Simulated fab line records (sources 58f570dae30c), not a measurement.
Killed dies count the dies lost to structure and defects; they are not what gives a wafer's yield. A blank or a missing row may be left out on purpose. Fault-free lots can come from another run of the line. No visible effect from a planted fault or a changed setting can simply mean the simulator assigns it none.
The tool behind it: which one? || flow berkeleyCmos170 || Sampling: 14 lots, 42 wafers, 5 of 331 route steps

WHAT EACH GAUGE READ, for each wafer
UCB170_ACTIVE_CD_MEAS_90: target cd 1200 nm.
{"lot": "L860", "measured": "day 4 16:23", "on": "cdSem-01", "cdNm (nm)": "1202.1 1201.0 1202.1"}
{"lot": "L862", "measured": "day 5 16:04", "on": "cdSem-01", "cdNm (nm)": "1199.4 1199.3 1199.9"}
{"lot": "L864", "measured": "day 5 16:08", "on": "cdSem-02", "cdNm (nm)": "1202.0 1201.3 1201.3"}
{"lot": "L865", "measured": "day 6 07:22", "on": "cdSem-02", "cdNm (nm)": "1200.7 1199.1 1200.5"}
{"lot": "L867", "measured": "day 6 08:02", "on": "cdSem-02", "cdNm (nm)": "1200.2 1201.7 1199.5"}
{"lot": "L868", "measured": "day 6 14:13", "on": "cdSem-01", "cdNm (nm)": "1200.4 1200.9 1201.2"}
{"lot": "L870", "measured": "day 6 21:42", "on": "cdSem-02", "cdNm (nm)": "1201.0 1200.3 1200.6"}
{"lot": "L869", "measured": "day 6 21:55", "on": "cdSem-02", "cdNm (nm)": "1198.8 1199.3 1198.1"}
{"lot": "L875", "measured": "day 7 13:53", "on": "cdSem-01", "cdNm (nm)": "1200.7 1200.2 1199.1"}
{"lot": "L876", "measured": "day 8 08:11", "on": "cdSem-01", "cdNm (nm)": "1198.9 1198.6 1199.5"}
{"lot": "L880", "measured": "day 8 18:26", "on": "cdSem-02", "cdNm (nm)": "1200.2 1201.0 1200.8"}
{"lot": "L879", "measured": "day 8 18:35", "on": "cdSem-02", "cdNm (nm)": "1200.5 1200.2 1202.8"}
{"lot": "L881", "measured": "day 9 05:28", "on": "cdSem-02", "cdNm (nm)": "1201.9 1201.6 1200.8"}
{"lot": "L882", "measured": "day 9 12:23", "on": "cdSem-01", "cdNm (nm)": "1198.6 1199.4 1200.4"}

UCB170_SACOX_THK_MEAS_02.
{"lot": "L860", "measured": "day 5 23:26", "on": "filmMetro-01", "SACOX_OXIDE_THK (nm)": "14.91 14.73 15.09"}
{"lot": "L862", "measured": "day 6 14:52", "on": "filmMetro-04", "SACOX_OXIDE_THK (nm)": "14.79 14.72 14.59"}
{"lot": "L864", "measured": "day 6 14:53", "on": "filmMetro-03", "SACOX_OXIDE_THK (nm)": "14.65 14.52 14.39"}
{"lot": "L865", "measured": "day 7 04:49", "on": "filmMetro-04", "SACOX_OXIDE_THK (nm)": "14.32 14.61 14.41"}
{"lot": "L867", "measured": "day 7 04:48", "on": "filmMetro-01", "SACOX_OXIDE_THK (nm)": "14.63 14.58 14.49"}
{"lot": "L868", "measured": "day 7 13:34", "on": "filmMetro-04", "SACOX_OXIDE_THK (nm)": "14.04 13.96 14.06"}
{"lot": "L870", "measured": "day 7 23:29", "on": "filmMetro-01", "SACOX_OXIDE_THK (nm)": "14.92 14.87 14.88"}
{"lot": "L869", "measured": "day 7 23:32", "on": "filmMetro-01", "SACOX_OXIDE_THK (nm)": "14.62 14.56 14.75"}
{"lot": "L875", "measured": "day 8 12:21", "on": "filmMetro-03", "SACOX_OXIDE_THK (nm)": "14.42 14.38 14.45"}
{"lot": "L876", "measured": "day 9 07:35", "on": "filmMetro-01", "SACOX_OXIDE_THK (nm)": "14.83 14.77 14.59"}
{"lot": "L880", "measured": "day 9 20:14", "on": "filmMetro-03", "SACOX_OXIDE_THK (nm)": "14.43 14.41 14.57"}
{"lot": "L879", "measured": "day 9 20:11", "on": "filmMetro-04", "SACOX_OXIDE_THK (nm)": "14.52 14.44 14.28"}
{"lot": "L881", "measured": "day 10 10:07", "on": "filmMetro-01", "SACOX_OXIDE_THK (nm)": "14.84 14.86 15.13"}
{"lot": "L882", "measured": "day 10 13:31", "on": "filmMetro-01", "SACOX_OXIDE_THK (nm)": "14.40 14.23 14.24"}

UCB170_NVT_TW_MEAS_09.
{"lot": "L860", "measured": "day 6 13:30", "on": "filmMetro-02", "NVT_TW": "515 514 514"}
{"lot": "L862", "measured": "day 7 02:57", "on": "filmMetro-01", "NVT_TW": "524 525 524"}
{"lot": "L864", "measured": "day 7 03:16", "on": "filmMetro-01", "NVT_TW": "527 526 524"}
{"lot": "L865", "measured": "day 7 16:26", "on": "filmMetro-01", "NVT_TW": "526 524 522"}
{"lot": "L867", "measured": "day 7 15:25", "on": "filmMetro-02", "NVT_TW": "514 513 518"}
{"lot": "L868", "measured": "day 8 03:26", "on": "filmMetro-04", "NVT_TW": "528 524 526"}
{"lot": "L870", "measured": "day 8 12:32", "on": "filmMetro-02", "NVT_TW": "460 461 462"}
{"lot": "L869", "measured": "day 8 13:07", "on": "filmMetro-01", "NVT_TW": "468 469 469"}
{"lot": "L875", "measured": "day 9 03:15", "on": "filmMetro-01", "NVT_TW": "520 520 525"}
{"lot": "L876", "measured": "day 9 19:42", "on": "filmMetro-02", "NVT_TW": "512 513 512"}
{"lot": "L880", "measured": "day 10 09:48", "on": "filmMetro-04", "NVT_TW": "524 527 525"}
{"lot": "L879", "measured": "day 10 09:32", "on": "filmMetro-02", "NVT_TW": "518 518 517"}
{"lot": "L881", "measured": "day 10 21:28", "on": "filmMetro-02", "NVT_TW": "519 520 517"}
{"lot": "L882", "measured": "day 10 21:44", "on": "filmMetro-01", "NVT_TW": "522 522 522"}

EACH LOT AND THE TOOL THAT RAN IT (in order: tool; ch and the chambers of the sampled wafers; start)
{"lot": "L860", "UCB170_ACTIVE_STRIP_16": "plasmaAsher-02 ch 0,1, day 4 16:17", "UCB170_NVT_IMPLANT_07": "implanter-02 ch 0, day 6 13:15"}
{"lot": "L862", "UCB170_ACTIVE_STRIP_16": "plasmaAsher-04 ch 0,1, day 5 15:58", "UCB170_NVT_IMPLANT_07": "implanter-02 ch 0, day 7 02:42"}
{"lot": "L864", "UCB170_ACTIVE_STRIP_16": "plasmaAsher-02 ch 0,1, day 5 16:01", "UCB170_NVT_IMPLANT_07": "implanter-04 ch 0, day 7 03:01"}
{"lot": "L865", "UCB170_ACTIVE_STRIP_16": "plasmaAsher-01 ch 0,1, day 6 07:14", "UCB170_NVT_IMPLANT_07": "implanter-02 ch 0, day 7 16:12"}
{"lot": "L867", "UCB170_ACTIVE_STRIP_16": "plasmaAsher-04 ch 0,1, day 6 07:55", "UCB170_NVT_IMPLANT_07": "implanter-02 ch 0, day 7 15:10"}
{"lot": "L868", "UCB170_ACTIVE_STRIP_16": "plasmaAsher-04 ch 0,1, day 6 14:06", "UCB170_NVT_IMPLANT_07": "implanter-04 ch 0, day 8 03:12"}
{"lot": "L870", "UCB170_ACTIVE_STRIP_16": "plasmaAsher-04 ch 0,1, day 6 21:35", "UCB170_NVT_IMPLANT_07": "implanter-04 ch 0, day 8 12:19"}
{"lot": "L869", "UCB170_ACTIVE_STRIP_16": "plasmaAsher-01 ch 0,1, day 6 21:48", "UCB170_NVT_IMPLANT_07": "implanter-04 ch 0, day 8 12:52"}
{"lot": "L875", "UCB170_ACTIVE_STRIP_16": "plasmaAsher-04 ch 0, day 7 13:47", "UCB170_NVT_IMPLANT_07": "implanter-01 ch 0, day 9 03:00"}
{"lot": "L876", "UCB170_ACTIVE_STRIP_16": "plasmaAsher-01 ch 1, day 8 08:04", "UCB170_NVT_IMPLANT_07": "implanter-02 ch 0, day 9 19:28"}
{"lot": "L880", "UCB170_ACTIVE_STRIP_16": "plasmaAsher-02 ch 0,1, day 8 18:20", "UCB170_NVT_IMPLANT_07": "implanter-01 ch 0, day 10 09:33"}
{"lot": "L879", "UCB170_ACTIVE_STRIP_16": "plasmaAsher-04 ch 0,1, day 8 18:26", "UCB170_NVT_IMPLANT_07": "implanter-02 ch 0, day 10 09:18"}
{"lot": "L881", "UCB170_ACTIVE_STRIP_16": "plasmaAsher-02 ch 0,1, day 9 05:22", "UCB170_NVT_IMPLANT_07": "implanter-02 ch 0, day 10 21:13"}
{"lot": "L882", "UCB170_ACTIVE_STRIP_16": "plasmaAsher-04 ch 0,1, day 9 12:17", "UCB170_NVT_IMPLANT_07": "implanter-01 ch 0, day 10 21:31"}
- UCB170_ACTIVE_STRIP_16: strips in O2.
- UCB170_NVT_IMPLANT_07

AS READ BY THE TOOLS THEMSELVES (means over the sampled wafers that have a number; for cases with no such wafer, the mark the record gives instead)
UCB170_ACTIVE_STRIP_16.
{"lot": "L860", "tool": "plasmaAsher-02", "drypumpMotorCurrentA (A)": 5.5, "oesProductAu (a.u.)": 0.716, "stripTimeToEndpointS (s)": 18.23}
{"lot": "L862", "tool": "plasmaAsher-04", "drypumpMotorCurrentA (A)": 5.2, "oesProductAu (a.u.)": 0.722, "stripTimeToEndpointS (s)": 18.06}
{"lot": "L864", "tool": "plasmaAsher-02", "drypumpMotorCurrentA (A)": 5.4, "oesProductAu (a.u.)": 0.726, "stripTimeToEndpointS (s)": 18.17}
{"lot": "L865", "tool": "plasmaAsher-01", "drypumpMotorCurrentA (A)": 5.5, "oesProductAu (a.u.)": 0.722, "stripTimeToEndpointS (s)": 18.09}
{"lot": "L867", "tool": "plasmaAsher-04", "drypumpMotorCurrentA (A)": 5.2, "oesProductAu (a.u.)": 0.726, "stripTimeToEndpointS (s)": 18.10}
{"lot": "L868", "tool": "plasmaAsher-04", "drypumpMotorCurrentA (A)": 5.2, "oesProductAu (a.u.)": 0.722, "stripTimeToEndpointS (s)": 18.08}
{"lot": "L870", "tool": "plasmaAsher-04", "drypumpMotorCurrentA (A)": 5.6, "oesProductAu (a.u.)": 0.720, "stripTimeToEndpointS (s)": 18.04}
{"lot": "L869", "tool": "plasmaAsher-01", "drypumpMotorCurrentA (A)": 5.3, "oesProductAu (a.u.)": 0.725, "stripTimeToEndpointS (s)": 18.19}
{"lot": "L875", "tool": "plasmaAsher-04", "drypumpMotorCurrentA (A)": 6.0, "oesProductAu (a.u.)": 0.729, "stripTimeToEndpointS (s)": 18.24}
{"lot": "L876", "tool": "plasmaAsher-01", "drypumpMotorCurrentA (A)": 5.7, "oesProductAu (a.u.)": 0.717, "stripTimeToEndpointS (s)": 18.12}
{"lot": "L880", "tool": "plasmaAsher-02", "drypumpMotorCurrentA (A)": 5.6, "oesProductAu (a.u.)": 0.723, "stripTimeToEndpointS (s)": 18.11}
{"lot": "L879", "tool": "plasmaAsher-04", "drypumpMotorCurrentA (A)": 5.6, "oesProductAu (a.u.)": 0.718, "stripTimeToEndpointS (s)": 18.20}
{"lot": "L881", "tool": "plasmaAsher-02", "drypumpMotorCurrentA (A)": 5.6, "oesProductAu (a.u.)": 0.717, "stripTimeToEndpointS (s)": 18.16}
{"lot": "L882", "tool": "plasmaAsher-04", "drypumpMotorCurrentA (A)": 5.2, "oesProductAu (a.u.)": 0.725, "stripTimeToEndpointS (s)": 18.26}

UCB170_NVT_IMPLANT_07.
{"lot": "L860", "tool": "implanter-02", "beamEnergyKeV": 50.008, "endStationPressureTorr (Torr)": 5.04e-06, "faradayCurrentUA": 9.42}
{"lot": "L862", "tool": "implanter-02", "beamEnergyKeV": 49.973, "endStationPressureTorr (Torr)": 5.04e-06, "faradayCurrentUA": 9.79}
{"lot": "L864", "tool": "implanter-04", "beamEnergyKeV": 50.018, "endStationPressureTorr (Torr)": 5.17e-06, "faradayCurrentUA": 9.51}
{"lot": "L865", "tool": "implanter-02", "beamEnergyKeV": 50.006, "endStationPressureTorr (Torr)": 5.01e-06, "faradayCurrentUA": 9.45}
{"lot": "L867", "tool": "implanter-02", "beamEnergyKeV": 49.987, "endStationPressureTorr (Torr)": 4.86e-06, "faradayCurrentUA": 9.38}
{"lot": "L868", "tool": "implanter-04", "beamEnergyKeV": 49.998, "endStationPressureTorr (Torr)": 4.82e-06, "faradayCurrentUA": 9.66}
{"lot": "L870", "tool": "implanter-04", "beamEnergyKeV": 32.498, "endStationPressureTorr (Torr)": 5.03e-06, "faradayCurrentUA": 9.59}
{"lot": "L869", "tool": "implanter-04", "beamEnergyKeV": 32.499, "endStationPressureTorr (Torr)": 5.00e-06, "faradayCurrentUA": 9.45}
{"lot": "L875", "tool": "implanter-01", "beamEnergyKeV": 49.981, "endStationPressureTorr (Torr)": 5.02e-06, "faradayCurrentUA": 9.68}
{"lot": "L876", "tool": "implanter-02", "beamEnergyKeV": 50.002, "endStationPressureTorr (Torr)": 4.87e-06, "faradayCurrentUA": 9.51}
{"lot": "L880", "tool": "implanter-01", "beamEnergyKeV": 50.010, "endStationPressureTorr (Torr)": 4.85e-06, "faradayCurrentUA": 9.72}
{"lot": "L879", "tool": "implanter-02", "beamEnergyKeV": 50.021, "endStationPressureTorr (Torr)": 4.88e-06, "faradayCurrentUA": 9.41}
{"lot": "L881", "tool": "implanter-02", "beamEnergyKeV": 49.997, "endStationPressureTorr (Torr)": 5.19e-06, "faradayCurrentUA": 9.51}
{"lot": "L882", "tool": "implanter-01", "beamEnergyKeV": 50.004, "endStationPressureTorr (Torr)": 4.85e-06, "faradayCurrentUA": 9.25}

THE ANSWER, worked out from the rows above alone
Rule: the lots themselves supply what counts as usual. The widest of any qualifying gaps counts: lots, ordered by their means at a reading, are off when they make up no more than a third of the lots, leave a main group of 4 or more, and stand apart from it by 3 or more times the standard deviation of that group's means. If all means in a main group match to the digits the tables above print for the reading, that group is not used. A lot without any number at a reading at which 4 lots or more have one is off too. The other lots that the step has rows for count as sound. The gauges are gone through in route order, then the tools' own readings, and for those a lot's mean is taken as printed above. The first step at which some lot is off is used, and at that step the reading that is off furthest; a lot without a number counts as furthest.
Off: at UCB170_NVT_TW_MEAS_09 (NVT_TW), L870, L869. The main group: mean 521, standard deviation 4.6.
If a tool, at a process step before that reading, ran all the lots that are off and no sound lot after the first of them, it fits. Not tried: the gauges at UCB170_NVT_TW_MEAS_09; whatever is off there is also off at UCB170_NVT_IMPLANT_07, on other tools, and gauge error can't account for it. One fits: UCB170_NVT_IMPLANT_07 on implanter-04. A fault onset in the window from L868 (day 8 03:12, its last sound lot) to L870 (day 8 12:19, its first lot off) fits.
On the lots that are off, the tool's own readings at UCB170_NVT_IMPLANT_07 differ by more than 5 times the standard deviation of the sound lots' means, which bears it out; beamEnergyKeV reads 32.498 there versus 50.000 on the sound lots.

WHAT HAD BEEN PUT IN BY THE SIMULATOR
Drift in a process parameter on implanter-04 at UCB170_NVT_IMPLANT_07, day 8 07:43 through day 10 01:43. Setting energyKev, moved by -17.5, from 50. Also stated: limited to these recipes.
Shown lots that were struck: L870, L869. The rule above found the same.
